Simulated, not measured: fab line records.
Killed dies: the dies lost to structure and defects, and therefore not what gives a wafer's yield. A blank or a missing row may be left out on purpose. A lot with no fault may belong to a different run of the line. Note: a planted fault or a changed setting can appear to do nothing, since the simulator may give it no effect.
fab line records	flow ritCmos
record lots=14	wafers=42	lastDay=8
route steps=202 shown ACTIVE@15 FOX2@23 NWELL@37 PWELL@49 M1@202
lots that met no fault: taken from a fault-free run of the same line
startH: hours from the record's opening day to when the first of the lot's shown wafers began	waitH: hours elapsed since this lot's preceding step	" identical to the entry in the row above	L1.1+2: a row that stands for several wafers	- no value, or no start was given	* or withheld: withheld	< > ~ a bound
route shown NAME@n: a module of which the file shows steps, and the number in the route of the first	usual: mean/standard deviation of fault-free wafers	same: alike in all rows	chamber/n: place in a boat	sites: each site's reading	_std_site: the values' standard deviation	_edge_site: mean of outer sites minus mean of inner sites	radiusMm: how far each site lies from the wafer's centre	mask NAME#n: copy n	behind: the tool/chamber that last shaped the wafer	hold: why the lot was held/for how many hours/how that ended	device: the n, p or np transistor that did not switch	end of line: tests of these same wafers at the route's end	step lacking rows: just its recipe	killed: dies that structure and defects cost at the first sort, which is not the same as the wafer's yield	map: the dies of a wafer, with x for killed, . for not killed, _ for no die there
set.NAME: the setting as run; set.NAME@STEP: as run at that earlier step	model.NAME: the simulator's own value behind a step, which no gauge read
the route's steps for a sample of lots (tables are steps, rows are wafers)
services: from which hour (startH, from the record's first day; less than 0 if before it) a tool's chamber was out of use, for how many hours, and why
## steps
# step RIT_ACTIVE_STRIP_14
# recipe chemistry=O2	timeS=180	resist=NOVOLAK	platenTempC=withheld	powerW=500	pressureMtorr=4000	o2FlowSccm=4000
# usual drypumpMotorCurrentA=5.59/0.29
lot.wafer	tool	chamber	startH	waitH	drypumpMotorCurrentA	rfHoursCounterH
L214.3	plasmaAsher-03	1	15.07	0.1	5.64	-
L214.5	"	0	"	"	5.55	-
L214.6	"	1	"	"	5.65	-
L215.2	plasmaAsher-01	0	21.89	0.1	5.54	37
L215.4	"	1	"	"	6.06	-
L215.6	"	0	"	"	5.56	-
L216.3	plasmaAsher-02	0	25.41	0.1	5.11	-
L216.5	"	0	"	"	5.12	-
L216.6	"	1	"	"	5.72	-
L217.3	plasmaAsher-02	1	30.78	0.1	5.69	-
L217.4	"	0	"	"	5.12	-
L217.6	"	1	"	"	5.69	-
L221.2	plasmaAsher-01	1	49.97	0.1	6.03	40
L221.3	"	1	"	"	6.06	-
L221.6	"	1	"	"	6.03	-
L222.1	plasmaAsher-02	1	56.86	0.1	5.68	25
L222.4	"	1	"	"	5.70	-
L222.5	"	1	"	"	5.68	-
L223.3	plasmaAsher-01	0	60.77	0.1	5.55	-
L223.5	"	0	"	"	5.56	-
L223.6	"	1	"	"	6.05	-
L224.1	plasmaAsher-01	1	71.03	0.1	6.06	43
L224.4	"	1	"	"	6.06	-
L224.6	"	0	"	"	5.55	-
L227.1	plasmaAsher-02	1	81.48	0.1	5.67	28
L227.2	"	0	"	"	5.11	28
L227.3	"	0	"	"	5.13	-
L228.1	plasmaAsher-02	1	85.02	0.1	5.70	28
L228.5	"	1	"	"	5.70	-
L228.6	"	0	"	"	5.11	-
L232.4	plasmaAsher-01	1	106.35	0.1	6.06	-
L232.5	"	0	"	"	5.55	-
L232.6	"	1	"	"	6.09	-
L235.1	plasmaAsher-03	0	120.03	0.1	5.55	0
L235.2	"	1	"	"	5.63	0
L235.3	"	0	"	"	5.55	-
L236.1	plasmaAsher-03	1	125.76	0.1	5.65	1
L236.5	"	0	"	"	5.54	-
L236.6	"	1	"	"	5.64	-
L237.1	plasmaAsher-02	0	129.84	0.1	5.12	33
L237.2	"	1	"	"	5.73	33
L237.6	"	1	"	"	5.73	-
# step RIT_FOX2_OXIDATION_00
# recipe tempC=1100	ambient=H2O	targetThkA=3507	pH2oTorr=720	oxTimeS=1130
# usual oxTempC=1100.0/0.41	tubeCenterTempC=1100/0.089	zonePowerCentrePct=57/4.2
lot.wafer	tool	chamber	startH	waitH	oxTempC	tubeCenterTempC	zonePowerCentrePct
L214.3	furnace-03	0	19.99	0.0	1099.6	1100.1	53
L214.5	"	0	"	"	1100.0	1099.9	53
L214.6	"	0	"	"	1100.4	1100.1	54
L215.2	furnace-04	0	25.27	0.0	1100.3	1100.1	61
L215.4	"	0	"	"	1099.6	1100.2	62
L215.6	"	0	"	"	1099.5	1100	61
L216.3	furnace-04	0	28.09	0.0	1099.6	1100	61
L216.5	"	0	"	"	1099.5	1099.9	62
L216.6	"	0	"	"	1099.6	1100.1	63
L217.3	furnace-04	0	33.60	0.0	1100.5	1100	60
L217.4	"	0	"	"	1100.2	1099.9	61
L217.6	"	0	"	"	1100.3	1099.9	62
L221.2	furnace-03	0	54.67	0.0	1100.4	1100	52
L221.3	"	0	"	"	1099.5	1100.1	52
L221.6	"	0	"	"	1099.5	1100	52
L222.1	furnace-03	0	65.97	5.3	1100.2	1099.9	53
L222.4	"	0	"	"	1099.7	1100	52
L222.5	"	0	"	"	1100.4	1100	53
L223.3	furnace-03	0	68.78	0.0	1100.7	1099.9	53
L223.5	"	0	"	"	1100.1	1100	54
L223.6	"	0	"	"	1099.7	1100.1	52
L224.1	furnace-01	0	73.37	0.2	1100.5	1100	54
L224.4	"	0	"	"	1100.1	1099.8	54
L224.6	"	0	"	"	1100.5	1100.1	54
L227.1	furnace-04	0	87.05	1.3	1100.4	1100.1	61
L227.2	"	0	"	"	1100.2	1100	62
L227.3	"	0	"	"	1100.0	1100.1	61
L228.1	furnace-03	0	88.22	0.1	1100.2	1100.1	53
L228.5	"	0	"	"	1100.5	1100.1	53
L228.6	"	0	"	"	1099.6	1099.9	53
L232.4	furnace-04	0	110.33	1.1	1099.8	1100.1	61
L232.5	"	0	"	"	1100.7	1100	62
L232.6	"	0	"	"	1099.5	1100.1	61
L235.1	furnace-01	0	124.05	0.4	1099.6	1099.9	54
L235.2	"	0	"	"	1098.9	1100	53
L235.3	"	0	"	"	1099.4	1100	53
L236.1	furnace-03	0	129.54	1.0	1100.2	1099.9	52
L236.5	"	0	"	"	1099.5	1099.8	53
L236.6	"	0	"	"	1099.6	1100.1	52
L237.1	furnace-03	0	132.78	0.3	1100.8	1100.1	52
L237.2	"	0	"	"	1100.3	1100	52
L237.6	"	0	"	"	1100.3	1100.1	52
# step RIT_FOX2_THK_MEAS_01
# recipe reads=SiO2_of_FOX2_OXIDATION_00
# usual FOX2_OXIDE_THK=350/6.2
lot.wafer	tool	chamber	startH	waitH	FOX2_OXIDE_THK[nm]
L214.3	filmMetro-01	-	21.33	0.0	348
L214.5	"	-	"	"	356
L214.6	"	-	"	"	352
L215.2	filmMetro-01	-	26.60	0.0	352
L215.4	"	-	"	"	353
L215.6	"	-	"	"	357
L216.3	filmMetro-04	-	29.42	0.0	352
L216.5	"	-	"	"	350
L216.6	"	-	"	"	351
L217.3	filmMetro-01	-	34.93	0.0	346
L217.4	"	-	"	"	346
L217.6	"	-	"	"	345
L221.2	filmMetro-03	-	56.00	0.0	346
L221.3	"	-	"	"	351
L221.6	"	-	"	"	355
L222.1	filmMetro-01	-	67.29	0.0	346
L222.4	"	-	"	"	345
L222.5	"	-	"	"	344
L223.3	filmMetro-03	-	70.11	0.0	342
L223.5	"	-	"	"	355
L223.6	"	-	"	"	350
L224.1	filmMetro-03	-	74.68	0.0	351
L224.4	"	-	"	"	345
L224.6	"	-	"	"	349
L227.1	filmMetro-01	-	88.37	0.0	343
L227.2	"	-	"	"	341
L227.3	"	-	"	"	340
L228.1	filmMetro-03	-	89.54	0.0	357
L228.5	"	-	"	"	350
L228.6	"	-	"	"	361
L232.4	filmMetro-01	-	111.67	0.0	358
L232.5	"	-	"	"	353
L232.6	"	-	"	"	352
L235.1	filmMetro-03	-	125.36	0.0	346
L235.2	"	-	"	"	343
L235.3	"	-	"	"	347
L236.1	filmMetro-04	-	130.85	0.0	266
L236.5	"	-	"	"	263
L236.6	"	-	"	"	263
L237.1	filmMetro-01	-	134.10	0.0	268
L237.2	"	-	"	"	271
L237.6	"	-	"	"	267
# step RIT_FOX2_THK_MEAS_90
# recipe reads=SiO2_of_FOX2_OXIDATION_00
# usual FIELD_OXIDE_LEFT_1_THK=323/6.2
lot.wafer	tool	chamber	startH	waitH	FIELD_OXIDE_LEFT_1_THK[nm]
L214.3	filmMetro-03	-	22.20	0.0	321
L214.5	"	-	"	"	330
L214.6	"	-	"	"	325
L215.2	filmMetro-04	-	27.54	0.0	324
L215.4	"	-	"	"	326
L215.6	"	-	"	"	330
L216.3	filmMetro-01	-	30.37	0.0	325
L216.5	"	-	"	"	323
L216.6	"	-	"	"	324
L217.3	filmMetro-04	-	35.90	0.0	319
L217.4	"	-	"	"	319
L217.6	"	-	"	"	317
L221.2	filmMetro-01	-	56.95	0.0	319
L221.3	"	-	"	"	324
L221.6	"	-	"	"	328
L222.1	filmMetro-04	-	68.23	0.0	319
L222.4	"	-	"	"	318
L222.5	"	-	"	"	317
L223.3	filmMetro-01	-	70.99	0.0	315
L223.5	"	-	"	"	327
L223.6	"	-	"	"	323
L224.1	filmMetro-01	-	75.56	0.0	323
L224.4	"	-	"	"	317
L224.6	"	-	"	"	321
L227.1	filmMetro-03	-	89.24	0.0	316
L227.2	"	-	"	"	314
L227.3	"	-	"	"	314
L228.1	filmMetro-03	-	90.41	0.0	329
L228.5	"	-	"	"	323
L228.6	"	-	"	"	334
L232.4	filmMetro-03	-	112.62	0.0	331
L232.5	"	-	"	"	326
L232.6	"	-	"	"	324
L235.1	filmMetro-01	-	126.24	0.0	318
L235.2	"	-	"	"	315
L235.3	"	-	"	"	319
L236.1	filmMetro-04	-	131.73	0.0	239
L236.5	"	-	"	"	236
L236.6	"	-	"	"	236
L237.1	filmMetro-01	-	134.98	0.0	241
L237.2	"	-	"	"	244
L237.6	"	-	"	"	240
# step RIT_NWELL_STRIP_09
# recipe chemistry=O2	timeS=180	resist=NOVOLAK	platenTempC=withheld	powerW=500	pressureMtorr=4000	o2FlowSccm=4000
# usual drypumpMotorCurrentA=5.54/0.26
lot.wafer	tool	chamber	startH	waitH	drypumpMotorCurrentA	rfHoursCounterH
L214.3	plasmaAsher-02	0	23.62	0.1	5.12	-
L214.5	"	0	"	"	5.13	-
L214.6	"	1	"	"	5.71	-
L215.2	plasmaAsher-02	0	29.03	0.1	5.14	23
L215.4	"	1	"	"	5.69	-
L215.6	"	1	"	"	5.69	-
L216.3	plasmaAsher-03	1	31.91	0.1	5.64	-
L216.5	"	1	"	"	5.63	-
L216.6	"	0	"	"	5.54	-
L217.3	plasmaAsher-03	0	37.44	0.1	5.54	-
L217.4	"	1	"	"	5.64	-
L217.6	"	1	"	"	5.63	-
L221.2	plasmaAsher-02	0	58.31	0.1	5.10	25
L221.3	"	1	"	"	5.67	-
L221.6	"	1	"	"	5.65	-
L222.1	plasmaAsher-03	1	69.73	0.1	5.65	42
L222.4	"	0	"	"	5.56	-
L222.5	"	0	"	"	5.55	-
L223.3	plasmaAsher-02	0	72.55	0.1	5.10	-
L223.5	"	1	"	"	5.69	-
L223.6	"	0	"	"	5.10	-
L224.1	plasmaAsher-02	0	77.06	0.1	5.11	27
L224.4	"	0	"	"	5.10	-
L224.6	"	1	"	"	5.65	-
L227.1	plasmaAsher-02	1	90.85	0.1	5.69	29
L227.2	"	0	"	"	5.13	29
L227.3	"	1	"	"	5.68	-
L228.1	plasmaAsher-03	0	92.35	0.1	5.54	44
L228.5	"	0	"	"	5.55	-
L228.6	"	1	"	"	5.63	-
L232.4	plasmaAsher-04	0	114.02	0.1	5.93	-
L232.5	"	1	"	"	5.66	-
L232.6	"	0	"	"	5.95	-
L235.1	plasmaAsher-03	1	128.03	0.1	5.64	1
L235.2	"	0	"	"	5.54	1
L235.3	"	1	"	"	5.64	-
L236.1	plasmaAsher-04	0	133.11	0.1	5.94	50
L236.5	"	1	"	"	5.68	-
L236.6	"	0	"	"	5.92	-
L237.1	plasmaAsher-02	1	136.48	0.1	5.71	34
L237.2	"	0	"	"	5.10	34
L237.6	"	1	"	"	5.66	-
# step RIT_PWELL_TW_MEAS_10
# usual PWELL_TW=937/7.3
lot.wafer	tool	chamber	startH	waitH	PWELL_TW
L214.3	filmMetro-04	-	25.57	0.1	941
L214.5	"	-	"	"	947
L214.6	"	-	"	"	947
L215.2	filmMetro-01	-	30.77	0.1	925
L215.4	"	-	"	"	928
L215.6	"	-	"	"	920
L216.3	filmMetro-04	-	33.59	0.1	947
L216.5	"	-	"	"	947
L216.6	"	-	"	"	939
L217.3	filmMetro-02	-	39.21	0.1	934
L217.4	"	-	"	"	941
L217.6	"	-	"	"	935
L221.2	filmMetro-02	-	60.05	0.1	944
L221.3	"	-	"	"	944
L221.6	"	-	"	"	939
L222.1	filmMetro-04	-	71.58	0.1	944
L222.4	"	-	"	"	938
L222.5	"	-	"	"	944
L223.3	filmMetro-01	-	74.36	0.1	923
L223.5	"	-	"	"	930
L223.6	"	-	"	"	928
L224.1	filmMetro-02	-	79.13	0.1	943
L224.4	"	-	"	"	943
L224.6	"	-	"	"	935
L227.1	filmMetro-02	-	93.12	0.1	940
L227.2	"	-	"	"	940
L227.3	"	-	"	"	940
L228.1	filmMetro-01	-	94.28	0.1	929
L228.5	"	-	"	"	927
L228.6	"	-	"	"	934
L232.4	filmMetro-02	-	115.72	0.1	941
L232.5	"	-	"	"	938
L232.6	"	-	"	"	941
L235.1	filmMetro-02	-	129.88	0.1	945
L235.2	"	-	"	"	939
L235.3	"	-	"	"	946
L236.1	filmMetro-04	-	134.90	0.1	943
L236.5	"	-	"	"	944
L236.6	"	-	"	"	940
L237.1	filmMetro-01	-	138.20	0.1	927
L237.2	"	-	"	"	926
L237.6	"	-	"	"	923
# step RIT_FOX2_THK_MEAS_91
# recipe reads=SiO2_of_FOX2_OXIDATION_00
# usual FIELD_OXIDE_LEFT_2_THK=255/6.5
lot.wafer	tool	chamber	startH	waitH	FIELD_OXIDE_LEFT_2_THK[nm]
L214.3	filmMetro-03	-	35.04	0.0	253
L214.5	"	-	"	"	261
L214.6	"	-	"	"	256
L215.2	filmMetro-04	-	39.94	0.0	257
L215.4	"	-	"	"	258
L215.6	"	-	"	"	262
L216.3	filmMetro-04	-	42.96	0.0	258
L216.5	"	-	"	"	255
L216.6	"	-	"	"	256
L217.3	filmMetro-03	-	48.69	0.0	251
L217.4	"	-	"	"	251
L217.6	"	-	"	"	249
L221.2	filmMetro-03	-	72.00	0.0	251
L221.3	"	-	"	"	257
L221.6	"	-	"	"	261
L222.1	filmMetro-01	-	80.55	0.0	251
L222.4	"	-	"	"	250
L222.5	"	-	"	"	248
L223.3	filmMetro-01	-	85.39	0.0	247
L223.5	"	-	"	"	259
L223.6	"	-	"	"	255
L224.1	filmMetro-03	-	88.28	0.0	256
L224.4	"	-	"	"	250
L224.6	"	-	"	"	253
L227.1	filmMetro-04	-	102.17	0.0	248
L227.2	"	-	"	"	246
L227.3	"	-	"	"	245
L228.1	filmMetro-01	-	105.60	0.0	262
L228.5	"	-	"	"	256
L228.6	"	-	"	"	266
L232.4	filmMetro-03	-	126.32	0.0	263
L232.5	"	-	"	"	258
L232.6	"	-	"	"	257
L235.1	filmMetro-03	-	139.70	0.0	250
L235.2	"	-	"	"	247
L235.3	"	-	"	"	251
L236.1	filmMetro-01	-	143.84	0.0	170
L236.5	"	-	"	"	168
L236.6	"	-	"	"	167
L237.1	filmMetro-03	-	150.81	0.0	173
L237.2	"	-	"	"	175
L237.6	"	-	"	"	171
# step RIT_M1_PROBE_99
# usual killed_at_M0_to_M3=0.0/0.12	killedAtContacts=0.1/0.23	killedAtFrontEnd=6/3.1	killedDies=6/3.1	killedOpen=3.2/1.9	killedShort=3.2/2.1
# same grossDies=264	killed_at_M4_up=0	killedAtBackSide=0	killedAtOther=0
lot.wafer	tool	chamber	startH	waitH	killed_at_M0_to_M3	killedAtContacts	killedAtFrontEnd	killedDies	killedOpen	killedShort
L221.2	prober-01	-	101.34	0.1	1	0	7	8	3	5
L221.3	prober-01	-	101.39	0.2	0	0	8	8	4	4
L221.6	prober-01	-	101.54	0.2	0	0	9	9	5	4
L222.1	prober-02	-	108.72	0.1	0	0	7	7	4	3
L222.4	prober-02	-	108.87	0.2	0	1	5	6	2	4
L222.5	prober-02	-	108.92	0.2	0	1	6	7	3	4
L224.1	prober-02	-	115.10	0.1	0	0	4	4	2	2
L224.4	prober-02	-	115.25	0.2	0	0	10	10	6	4
L224.6	prober-02	-	115.35	0.2	0	0	12	12	5	7
L227.1	prober-01	-	158.74	0.1	0	0	13	13	6	7
L227.2	prober-01	-	158.79	0.1	0	0	3	3	2	1
L227.3	prober-01	-	158.84	0.2	0	0	7	7	2	5
L228.1	prober-02	-	158.74	0.1	0	0	10	10	3	7
L228.5	prober-02	-	158.94	0.2	0	0	6	6	6	0
L228.6	prober-02	-	158.99	0.2	0	0	2	2	2	0
L232.4	prober-01	-	159.79	0.8	0	0	6	6	3	3
L232.5	prober-01	-	159.84	0.9	0	0	5	5	2	3
L232.6	prober-01	-	159.89	0.9	0	0	7	7	1	6
L235.1	prober-01	-	171.13	0.1	0	0	3	3	2	1
L235.2	prober-01	-	171.18	0.1	0	0	7	7	2	4
L235.3	prober-01	-	171.23	0.2	0	0	5	5	2	3
# killed by level:class
L221.2 GATE:geometricParticle:open=3 GATE:geometricParticle:short=3 FOX1:geometricParticle:short=1 M1:geometricParticle:short=1
L221.3 GATE:geometricParticle:open=2 GATE:geometricParticle:short=2 FOX2:geometricParticle:open=1 SPACER:geometricParticle:open=1 SPACER:geometricParticle:short=1 SILICIDE:geometricParticle:short=1
L221.6 GATE:geometricParticle:short=4 FOX2:geometricParticle:open=2 GATE:geometricParticle:open=2 FOX1:geometricParticle:open=1
L222.1 REOX:geometricParticle:open=3 GATE:geometricParticle:short=2 GATE:geometricParticle:open=1 SPACER:geometricParticle:short=1
L222.4 GATE:geometricParticle:open=2 GATE:geometricParticle:short=2 FOX2:geometricParticle:short=1 CONTACT:geometricParticle:short=1
L222.5 SPACER:geometricParticle:open=2 FOX1:geometricParticle:short=1 FOX2:geometricParticle:open=1 FOX2:geometricParticle:short=1 GATE:geometricParticle:short=1 CONTACT:geometricParticle:short=1
L224.1 GATE:geometricParticle:open=2 GATE:geometricParticle:short=1 SILICIDE:geometricParticle:short=1
L224.4 GATE:geometricParticle:open=4 REOX:geometricParticle:open=2 FOX1:geometricParticle:short=1 FOX2:geometricParticle:short=1 GATE:geometricParticle:short=1 REOX:geometricParticle:short=1
L224.6 GATE:geometricParticle:short=5 GATE:geometricParticle:open=4 FOX1:geometricParticle:short=2 REOX:geometricParticle:open=1
L227.1 GATE:geometricParticle:open=3 GATE:geometricParticle:short=3 REOX:geometricParticle:short=2 FOX1:geometricParticle:short=1 FOX2:geometricParticle:short=1 FOX2:geometricParticle:open=1 REOX:geometricParticle:open=1 SILICIDE:geometricParticle:open=1
L228.1 GATE:geometricParticle:short=3 FOX1:geometricParticle:short=1 FOX1:geometricParticle:open=1 REOX:geometricParticle:open=1 REOX:geometricParticle:short=1 SPACER:geometricParticle:short=1 SILICIDE:geometricParticle:short=1 SILICIDE:geometricParticle:open=1
L227.2 GATE:geometricParticle:open=2 FOX2:geometricParticle:short=1
L227.3 REOX:geometricParticle:short=3 FOX2:geometricParticle:short=2 FOX1:geometricParticle:open=1 FOX2:geometricParticle:open=1
L228.5 GATE:geometricParticle:open=2 REOX:geometricParticle:open=2 SPACER:geometricParticle:open=1 SILICIDE:geometricParticle:open=1
L228.6 FOX1:geometricParticle:open=1 SILICIDE:geometricParticle:open=1
L232.4 GATE:geometricParticle:open=2 FOX1:geometricParticle:open=1 FOX2:geometricParticle:short=1 GATE:geometricParticle:short=1 SILICIDE:geometricParticle:short=1
L232.5 FOX1:geometricParticle:short=1 FOX2:geometricParticle:short=1 GATE:geometricParticle:short=1 GATE:geometricParticle:open=1 REOX:geometricParticle:open=1
L232.6 GATE:geometricParticle:short=3 REOX:geometricParticle:short=2 GATE:geometricParticle:open=1 SILICIDE:geometricParticle:short=1
L235.1 GATE:geometricParticle:short=1 GATE:geometricParticle:open=1 SPACER:geometricParticle:open=1
L235.2 SPACER:geometricParticle:short=2 FOX1:geometricParticle:short=1 GATE:geometricParticle:short=1 REOX:geometricParticle:open=1 SPACER:geometricParticle:open=1 PRETRO:coatMicrobubblePrinted=1
L235.3 REOX:geometricParticle:short=2 GATE:geometricParticle:short=1 GATE:geometricParticle:open=1 SILICIDE:geometricParticle:open=1
## services
tool	chamber	startH	hours	kind
plasmaAsher-03	-	44.25	10.6	repair
plasmaAsher-02	-	48.76	7.4	repair
furnace-04	-	62.55	2.7	pm
furnace-01	-	81.33	1.7	pm
plasmaAsher-02	-	97.46	1.3	repair
plasmaAsher-03	-	108.75	9.0	pm
plasmaAsher-03	0	108.75	9.0	ventCycle
plasmaAsher-03	1	108.75	9.0	ventCycle
plasmaAsher-03	0	117.75	-	clean
plasmaAsher-03	1	117.75	-	clean
plasmaAsher-04	-	125.17	1.5	repair
furnace-01	-	135.78	3.6	pm
furnace-03	-	136.54	44.8	repair
## key
firstSign step=RIT_FOX2_THK_MEAS_01	reading=FOX2_OXIDE_THK	direction=down	sigmas=13	usual=350	struck=266
effect step=RIT_FOX2_THK_MEAS_90	reading=FIELD_OXIDE_LEFT_1_THK	direction=down	sigmas=13	usual=323	struck=239
effect step=RIT_FOX2_THK_MEAS_91	reading=FIELD_OXIDE_LEFT_2_THK	direction=down	sigmas=13	usual=255	struck=171
metAt RIT_FOX2_OXIDATION_00
struckLots L236,L237
testerLeftOut L236,L237
notActingAt RIT_ACTIVE_STRIP_14,RIT_NWELL_STRIP_09,RIT_PWELL_TW_MEAS_10
onsetBetween 88.22 129.54
alsoFits time
fault kind=processParameterDrift	tool=furnace-03	chamber=-	onsetH=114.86	steps=RIT_FOX2_OXIDATION_00	channel=oxTimeS	offset=*	shape=step	endH=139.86	actsIn=*	stated=*
# testerLeftOut: of these lots the tester's yield and bins aren't shown, on N5 and GAA mostly nor the transistor test; their killed dies are dies lost to structure and defects alone, not to doping, threshold or leakage, so they don't give the yield
